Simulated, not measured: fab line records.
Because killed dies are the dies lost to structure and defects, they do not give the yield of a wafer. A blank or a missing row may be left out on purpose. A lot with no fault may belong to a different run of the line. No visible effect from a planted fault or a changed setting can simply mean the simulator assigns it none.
Which tool is to blame? -- flow rit_cmos -- Sampling: 7 lots, 21 wafers, 2 of 202 route steps

## WHAT THE GAUGES SHOWED, per wafer
RIT_NRETRO_TW_MEAS_10.
lot,measured,on,NRETRO_TW
L702,day 2 12:02,film_metro-01,1052 1051 1054
L704,day 2 23:43,film_metro-04,1052 1054 1053
L707,day 3 18:14,film_metro-04,1071 1066 1061
L709,day 3 23:19,film_metro-02,1059 1054 1054
L712,day 4 16:16,film_metro-04,1064 1060 1059
L720,day 6 07:27,film_metro-04,1057 1064 1055
L723,day 6 22:55,film_metro-02,1057 1058 1057

## EACH LOT AND THE TOOL THAT RAN IT (in order: tool; ch and the chambers of the sampled wafers; start)
lot,RIT_NRETRO_IMPLANT_08
L702,"implanter-03 ch 0, day 2 11:43"
L704,"implanter-03 ch 0, day 2 23:26"
L707,"implanter-01 ch 0, day 3 17:54"
L709,"implanter-03 ch 0, day 3 23:01"
L712,"implanter-01 ch 0, day 4 15:59"
L720,"implanter-04 ch 0, day 6 07:07"
L723,"implanter-01 ch 0, day 6 22:37"
- RIT_NRETRO_IMPLANT_08

## THE ANSWER, worked out from the rows above alone
Rule: what is usual is taken from the lots themselves. Put in order of their means at a reading, lots are off if they are a third of the lots or fewer, leave a main group of 4 or more, and stand apart from it by a gap of 3 or more times the standard deviation of the main group's means; of several such gaps the widest counts. A main group is skipped when, at the precision printed for the reading in the tables above, its means are all equal. Also off: a lot with no number at a reading for which 4 or more lots have one. Any other lot the step has rows for is counted as sound.
None of the lots is off at any reading shown; this tells nothing.

## WHAT WAS PUT IN BY THE SIMULATOR
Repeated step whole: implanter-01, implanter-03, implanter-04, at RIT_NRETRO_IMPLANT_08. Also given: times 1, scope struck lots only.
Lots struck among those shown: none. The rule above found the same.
